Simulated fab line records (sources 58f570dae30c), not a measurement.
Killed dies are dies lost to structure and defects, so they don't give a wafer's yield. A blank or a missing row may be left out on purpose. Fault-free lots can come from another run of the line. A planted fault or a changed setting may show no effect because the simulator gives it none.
Matching of chambers	flow berkeley_cmos170	UCB170_V1_CMP_02 on cmp-01: 4 sister chambers
The step polishes SiO2. 8 wafers are shown with their chamber, then 10 later ones without.

## EACH WAFER AND ITS CHAMBER
wafer	chamber	motor_current_A (A)	slurry_filter_dp_kPa (kPa)
L145.6	1	19.0	13.51
L147.1	1	18.5	13.53
L147.5	3	16.0	13.63
L149.3	2	15.7	13.55
L149.5	3	15.6	13.39
L149.6	0	19.3	13.49
L153.2	0	17.4	13.20
L153.3	2	15.1	13.54

## WAFERS WHOSE CHAMBER IS MISSING
wafer	motor_current_A (A)	slurry_filter_dp_kPa (kPa)
L153.5	19.7	13.58
L154.2	15.7	13.32
L154.3	15.6	13.50
L154.4	18.3	13.59
L155.1	20.6	13.65
L155.2	16.0	13.63
L155.4	15.5	13.62
L158.1	15.5	13.33
L158.3	18.1	13.64
L158.5	18.5	13.54

## EACH ONE'S CHAMBER
wafer	from the rows above	in truth
L153.5	can't be placed: 1 or 0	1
L154.2	can't be placed: 3 or 2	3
L154.3	can't be placed: 3 or 2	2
L154.4	can't be placed: 1 or 0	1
L155.1	can't be placed: 1 or 0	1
L155.2	can't be placed: 3 or 2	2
L155.4	can't be placed: 2 or 3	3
L158.1	can't be placed: 3 or 2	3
L158.3	can't be placed: 1 or 0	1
L158.5	can't be placed: 1 or 0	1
0 of 10 placed correctly. Can't be placed from these rows: 10 (the true chamber is among the candidates in 10). 0 placed wrongly.
How it was worked out, from the rows above alone: a wafer's distance from a chamber is the root of the sum, over the readings, of the square of ((its reading less the chamber's mean) divided by the reading's scatter). The wafer belongs to the nearest chamber; if the next one is less than 2 further off, it can't be placed. For every chamber, the mean is computed from those of its wafers that are shown. The scatter: take each reading less its chamber's mean, square it, sum over the shown wafers, divide by the number of wafers less the number of chambers, and take the root.
